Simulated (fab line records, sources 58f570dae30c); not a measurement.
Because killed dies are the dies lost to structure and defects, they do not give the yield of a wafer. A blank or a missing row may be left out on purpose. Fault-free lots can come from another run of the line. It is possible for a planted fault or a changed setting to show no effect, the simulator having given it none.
Which of the tools did it? / flow berkeley-cmos170 / 7 lots with 21 wafers sampled at 3 steps, on a route of 331 steps

## WHAT THE GAUGES SHOWED, per wafer
UCB170_M1_CD_MEAS_90: the cd target is 700 nm.
lot=L440; measured=day 9 11:15; on=cd-sem-01; cd-nm (nm)=698.7 697.4 699.3
lot=L444; measured=day 9 20:17; on=cd-sem-02; cd-nm (nm)=700.1 698.9 698.4
lot=L448; measured=day 10 19:39; on=cd-sem-01; cd-nm (nm)=700.6 698.3 699.5
lot=L450; measured=day 10 20:30; on=cd-sem-02; cd-nm (nm)=698.2 693.2 701.8
lot=L454; measured=day 11 19:59; on=cd-sem-02; cd-nm (nm)=698.2 701.2 698.6
lot=L458; measured=day 12 15:44; on=cd-sem-02; cd-nm (nm)=701.0 700.5 698.7
lot=L461; measured=day 14 03:47; on=cd-sem-02; cd-nm (nm)=701.3 701.5 699.9

## TOOL THAT RAN EACH LOT (tool first, then ch and the chambers of the sampled wafers, then the start)
lot=L440; UCB170_CONTACT_RTA_08=rtp-anneal-02 ch 0, day 9 06:28; UCB170_CONTACT_ETCH_17=rie-diel-03 ch 0,1,2, day 9 08:23
lot=L444; UCB170_CONTACT_RTA_08=rtp-anneal-01 ch 0, day 9 15:39; UCB170_CONTACT_ETCH_17=rie-diel-03 ch 0,1,3, day 9 16:55
lot=L448; UCB170_CONTACT_RTA_08=rtp-anneal-02 ch 0, day 10 15:48; UCB170_CONTACT_ETCH_17=rie-diel-03 ch 0,2, day 10 17:27
lot=L450; UCB170_CONTACT_RTA_08=rtp-anneal-02 ch 0, day 10 16:34; UCB170_CONTACT_ETCH_17=rie-diel-02 ch 0,2,3, day 10 18:04
lot=L454; UCB170_CONTACT_RTA_08=rtp-anneal-02 ch 0, day 11 16:50; UCB170_CONTACT_ETCH_17=rie-diel-01 ch 0,1,2, day 11 17:54
lot=L458; UCB170_CONTACT_RTA_08=rtp-anneal-01 ch 0, day 12 10:16; UCB170_CONTACT_ETCH_17=rie-diel-01 ch 0,2, day 12 11:23
lot=L461; UCB170_CONTACT_RTA_08=rtp-anneal-01 ch 0, day 14 00:28; UCB170_CONTACT_ETCH_17=rie-diel-03 ch 2,3, day 14 01:40
- UCB170_CONTACT_RTA_08: time 10 s.
- UCB170_CONTACT_ETCH_17: etches BARC in N2/H2.

## THE ANSWER, worked out from the rows above alone
Rule: what is usual is taken from the lots themselves. Put in order of their means at a reading, lots are off if they are a third of the lots or fewer, leave a main group of 4 or more, and stand apart from it by a gap of 3 or more times the standard deviation of the main group's means; of several such gaps the widest counts. The tables above print the reading to a certain number of digits; a main group whose means all agree to those digits is not used. A lot without any number at a reading at which 4 lots or more have one is off too. The other lots that the step has rows for count as sound.
Across all readings shown, no lot is off: no conclusion can be drawn from this.

## WHAT THE SIMULATOR HAD PUT IN
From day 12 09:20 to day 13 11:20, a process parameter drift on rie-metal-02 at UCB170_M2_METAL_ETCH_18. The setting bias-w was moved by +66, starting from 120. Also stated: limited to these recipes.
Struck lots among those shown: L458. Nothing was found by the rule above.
